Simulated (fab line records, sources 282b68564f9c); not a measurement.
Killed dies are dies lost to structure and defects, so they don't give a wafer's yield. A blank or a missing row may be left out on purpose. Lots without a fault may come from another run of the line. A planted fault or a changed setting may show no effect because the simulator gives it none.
fab line records | flow rit_cmos
record lots=7 wafers=21 last_day=7
route steps=202 shown NRETRO@57 PRETRO@64
lots that met no fault: from a run of the same line without faults
start_h: hours from the record's first day to the start of the lot's first wafer shown | wait_h: hours since the lot's step before | " the same as in the row above | L1.1+2: a row that stands for several wafers | - no value, or no start given | * or withheld: withheld | < > ~ a bound
route shown NAME@n: a module of which the file shows steps, and the number in the route of the first | usual: mean/standard deviation of fault-free wafers | same: alike in all rows | chamber/n: place in a boat | sites: the reading at each site | _std_site: their standard deviation | _edge_site: outer sites' mean less inner sites' | radius_mm: how far each site lies from the wafer's centre | mask NAME#n: copy n | behind: the tool/chamber that last shaped the wafer | hold: why the lot was held/for how many hours/how that ended | device: the transistor (n, p or np) that didn't switch | end of line: the same wafers' tests at the end of the route | a step without rows: its recipe alone | killed: dies lost to structure and defects at the first sort, not the wafer's yield | map: a wafer's dies, x killed, . not, _ none there
set.NAME: the setting as run; set.NAME@STEP: as run at that earlier step | model.NAME: the simulator's own value behind a step, which no gauge read
lots at some steps of the route; a table a step, a row a wafer
services: from which hour (start_h, from the record's first day; less than 0 if before it) a tool's chamber was out of use, for how many hours, and why
## steps
# step RIT_NRETRO_PEB_04
# recipe resist=NOVOLAK temp_c=withheld time_s=withheld
# step RIT_NRETRO_DEVELOP_05
# recipe resist=NOVOLAK develop_time_s=68 dev_temp_c=23
# step RIT_NRETRO_OVL_MEAS_06
# usual NRETRO_OVL=-0.3/1.4
# columns lot.wafer tool chamber start_h wait_h NRETRO_OVL[nm]
L573.1 overlay-02 - 40.47 - -2.8
L573.2 " - " " -1.7
L573.4 " - " " -2.5
L579.1 overlay-02 - 71.43 - -2.3
L579.3 " - " " -2.3
L579.6 " - " " -1.0
L580.2 overlay-02 - 76.51 - -1.7
L580.4 " - " " -2.0
L580.5 " - " " -3.5
L581.1 overlay-02 - 82.67 - 0.2
L581.2 " - " " -0.1
L581.3 " - " " -0.8
L584.1 overlay-02 - 101.27 - -1.2
L584.3 " - " " -0.9
L584.6 " - " " -1.4
L588.1 overlay-01 - 116.18 - -0.2
L588.5 " - " " -0.6
L588.6 " - " " 1.7
L592.2 overlay-01 - 133.71 - -4.4
L592.4 " - " " 0.4
L592.6 " - " " -1.2
# step RIT_NRETRO_HARDBAKE_07
# recipe resist=NOVOLAK temp_c=140 time_s=120
# step RIT_NRETRO_IMPLANT_08
# recipe species=P energy_kev=70 dose_cm2=1e+13 tilt_deg=7
# step RIT_NRETRO_STRIP_09
# recipe chemistry=O2 time_s=180 resist=NOVOLAK platen_temp_c=withheld power_w=500 pressure_mtorr=4000 o2_flow_sccm=4000
# usual drypump_motor_current_A=5.4/0.33
# columns lot.wafer tool chamber start_h wait_h drypump_motor_current_A rf_hours_counter_h
L573.1 plasma_asher-02 1 40.91 0.1 5.5 25
L573.2 " 0 " " 5.4 25
L573.4 " 0 " " 5.4 -
L579.1 plasma_asher-02 1 71.86 0.1 5.4 29
L579.3 " 1 " " 5.4 -
L579.6 " 1 " " 5.4 -
L580.2 plasma_asher-02 0 76.94 0.1 5.3 29
L580.4 " 0 " " 5.3 -
L580.5 " 0 " " 5.4 -
L581.1 plasma_asher-03 1 83.10 0.1 5.0 44
L581.2 " 0 " " 5.9 44
L581.3 " 1 " " 5.0 -
L584.1 plasma_asher-03 0 101.71 0.1 5.9 45
L584.3 " 0 " " 6.0 -
L584.6 " 1 " " 5.0 -
L588.1 plasma_asher-02 1 116.67 0.1 5.4 33
L588.5 " 0 " " 5.3 -
L588.6 " 1 " " 5.4 -
L592.2 plasma_asher-04 1 134.14 0.1 5.2 49
L592.4 " 1 " " 5.2 -
L592.6 " 1 " " 5.2 -
# step RIT_NRETRO_TW_MEAS_10
# usual NRETRO_TW=1040/14
# columns lot.wafer tool chamber start_h wait_h NRETRO_TW
L573.1 film_metro-04 - 41.09 0.1 1045
L573.2 " - " " 1054
L573.4 " - " " 1054
L579.1 film_metro-02 - 72.04 0.1 1034
L579.3 " - " " 1035
L579.6 " - " " 1038
L580.2 film_metro-04 - 77.13 0.1 1065
L580.4 " - " " 1068
L580.5 " - " " 1064
L581.1 film_metro-01 - 83.28 0.1 1032
L581.2 " - " " 1027
L581.3 " - " " 1031
L584.1 film_metro-01 - 101.88 0.1 1027
L584.3 " - " " 1026
L584.6 " - " " 1034
L588.1 film_metro-04 - 116.84 0.1 1062
L588.5 " - " " 1057
L588.6 " - " " 1059
L592.2 film_metro-02 - 134.32 0.1 1051
L592.4 " - " " 1042
L592.6 " - " " 1042
# step RIT_PRETRO_HMDS_00
# recipe prime_time_s=60 prime_temp_c=140
# step RIT_PRETRO_COAT_01
# recipe resist=NOVOLAK spin_rpm=2000 resist_thk_nm=1300
# step RIT_PRETRO_SOFTBAKE_02
# recipe resist=NOVOLAK temp_c=90 time_s=60
# step RIT_PRETRO_EXPOSE_03
# recipe mask_id=M5 na=0.57 target_cd_nm=43700 dose_mj=250
# step RIT_PRETRO_PEB_04
# recipe resist=NOVOLAK temp_c=withheld time_s=withheld
# step RIT_PRETRO_DEVELOP_05
# recipe resist=NOVOLAK develop_time_s=68 dev_temp_c=23
# usual chill_plate_temp_C=23.00/0.099 develop_time_s=68/0 resist_line_temp_C=22.96/0.1
# columns lot.wafer tool chamber start_h wait_h chill_plate_temp_C develop_time_s resist_line_temp_C
L573.1 litho_track-01 0 41 - 22.91 68 22.92
L573.2 " 0 " " 22.95 68 23.08
L573.4 " 0 " " 22.86 68 23.19
L579.1 litho_track-03 - 72 - - - -
L579.3 " - " " - - -
L579.6 " - " " - - -
L580.2 litho_track-02 - 78 - - - -
L580.4 " - " " - - -
L580.5 " - " " - - -
L581.1 litho_track-02 - 84 - - - -
L581.2 " - " " - - -
L581.3 " - " " - - -
L584.1 litho_track-02 0 102 - 22.96 68 22.95
L584.3 " 0 " " 23.08 68 22.94
L584.6 " 0 " " 23.03 68 23.01
L588.1 litho_track-03 0 117 - 23.05 68 22.98
L588.5 " 0 " " 23.08 68 22.82
L588.6 " 0 " " 23.21 68 22.90
L592.2 litho_track-02 0 135 - 23.13 68 22.77
L592.4 " 0 " " 23.05 68 22.85
L592.6 " 0 " " 23.12 68 22.88
# step RIT_PRETRO_OVL_MEAS_06
# usual PRETRO_OVL=0.2/1.2
# columns lot.wafer tool chamber start_h wait_h PRETRO_OVL[nm]
L573.1 overlay-01 - 42.03 - 1.0
L573.2 " - " " 1.1
L573.4 " - " " 1.7
L579.1 overlay-02 - 72.98 - -
L579.3 " - " " -
L579.6 " - " " -
L580.2 overlay-02 - 78.19 - -
L580.4 " - " " -
L580.5 " - " " -
L581.1 overlay-02 - 84.34 - -
L581.2 " - " " -
L581.3 " - " " -
L584.1 overlay-01 - 102.84 - 2.2
L584.3 " - " " 2.4
L584.6 " - " " -0.2
L588.1 overlay-01 - 117.91 - 1.7
L588.5 " - " " 1.6
L588.6 " - " " 1.6
L592.2 overlay-01 - 135.26 - 1.7
L592.4 " - " " 1.4
L592.6 " - " " 2.0
## services
# columns tool chamber start_h hours kind
plasma_asher-02 - 26.34 0.9 repair
plasma_asher-04 - 116.28 1.5 repair
## key
first_sign step=RIT_PRETRO_DEVELOP_05 reading=tool_record direction=missing
effect none on later readings
met_at RIT_PRETRO_DEVELOP_05
struck_wafers L579.1,L579.3,L579.6,L580.2,L580.4,L580.5,L581.1,L581.2,L581.3
sort_left_out L579.1,L579.3,L579.6,L580.2,L580.4,L580.5,L581.1,L581.2,L581.3
tester_left_out L579,L580,L581
fault kind=skipped_step_whole tool=litho_track-02,litho_track-03 chamber=- onset_h=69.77 steps=RIT_PRETRO_DEVELOP_05 scope=struck_lots_only
# tester_left_out: of these lots the tester's yield and bins aren't shown, on N5 and GAA mostly nor the transistor test; their killed dies are dies lost to structure and defects alone, not to doping, threshold or leakage, so they don't give the yield
# sort_left_out: the simulated sort isn't trusted on such a fault, so these wafers' sort isn't shown, and their yield isn't known
